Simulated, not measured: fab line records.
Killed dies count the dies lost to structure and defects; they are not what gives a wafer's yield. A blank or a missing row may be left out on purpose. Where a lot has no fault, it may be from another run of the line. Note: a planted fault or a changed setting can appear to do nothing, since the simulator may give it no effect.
Problem report in the 8D (eight disciplines) form, filled by code	flow ritCmos	the parts of the form that need people (team, actions taken, sign-off) are left out

== 1. THE PROBLEM ==
Mean NSD_TW at RIT_NSD_TW_MEAS_10: 2882 over 6 wafers in 2 lots; fault-free wafers: 3110, standard deviation 14. Relative to the usual mean, that is a shift of -16 standard deviations.
The first sign was on wafer L303.3 at day 4 08:56, on filmMetro-04. Wafers with a number at this step in the record: 42, from 14 lots. The rule behind "out" and "out of limits": a value lying over 4 standard deviations away from the usual mean. Any other wafer with a number is counted as sound.

== 2. WHAT IT IS, WHAT IT ISN'T ==
question	is	is not
which readings at this step	NSD_TW	-
which lots	L303, L305	L298, L299, L300, L301, L302, L304, L313, L314, L317, L318, L319, L320
which wafers of those lots	all that have a number	-
read on which gauges	filmMetro-02, filmMetro-04	filmMetro-03
when	from day 4 08:56	up to then (15 sound wafers); but 21 sound wafers of L304, L313, L314, L317, L318, L319, L320 came after

== 3. THE SUSPECTS, EACH WITH WHAT RULES IT OUT ==
Counting: a tool stays on the suspect list if, at a process step up to the reading, it processed all lots that are out and no sound lot following the first of them.
- ruled out: the gauge at RIT_NSD_TW_MEAS_10. 2 gauges (filmMetro-02, filmMetro-04) read the wafers that are out.
- implanter-03 at RIT_NSD_IMPLANT_08: ruled out as a lasting fault. The sound lots L317, L320 went through it after L303, its earliest lot that is out (day 4 08:38).
Left after counting: nothing in the record.

== 4. THE CAUSE (what the simulator had put in) ==
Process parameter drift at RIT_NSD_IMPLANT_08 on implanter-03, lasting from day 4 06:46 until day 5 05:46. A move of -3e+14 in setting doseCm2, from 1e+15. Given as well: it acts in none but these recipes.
Counting ruled it out, wrongly: the rule takes a fault to strike every lot that its tool runs from its start on, and this one did not.

== 5. THE EFFECT CHAIN, in route order ==
Each row: a reading where the mean over the struck wafers with a number is more than 3 standard deviations away from the usual. Scope: only readings with a usual standard deviation given in the record; hours: median across lots of the time from each lot's start at the first step in this table that gives one to its start at this step; sigmas: change in usual standard deviations.
hours	step	reading	usual	on struck wafers	change	sigmas
0	RIT_NSD_IMPLANT_08	doseIonsCm2	9.999e+14	6.999e+14	-3.000e+14	-99 or more
0	RIT_NSD_IMPLANT_08	faradayCurrentUA	3128	2188	-940	-16
0	RIT_NSD_TW_MEAS_10	NSD_TW	3110	2882	-228	-16
2	RIT_SDANNEAL_RS_MEAS_05	NSD_RS	84.45 ohm/sq	111.95	+27.50	+99 or more
The process steps in it:
- RIT_NSD_IMPLANT_08

== 6. HOW IT WOULD HAVE BEEN CAUGHT EARLIER ==
Counted from the fault's start at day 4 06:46, it took 2 hours until the first out-of-limits reading at a measuring or inspecting step in this record, taken at day 4 08:56.
Tool's own readings at RIT_NSD_IMPLANT_08, doseIonsCm2, faradayCurrentUA: out on all struck wafers the step has rows for; an alarm limit on them would have tripped on the first.
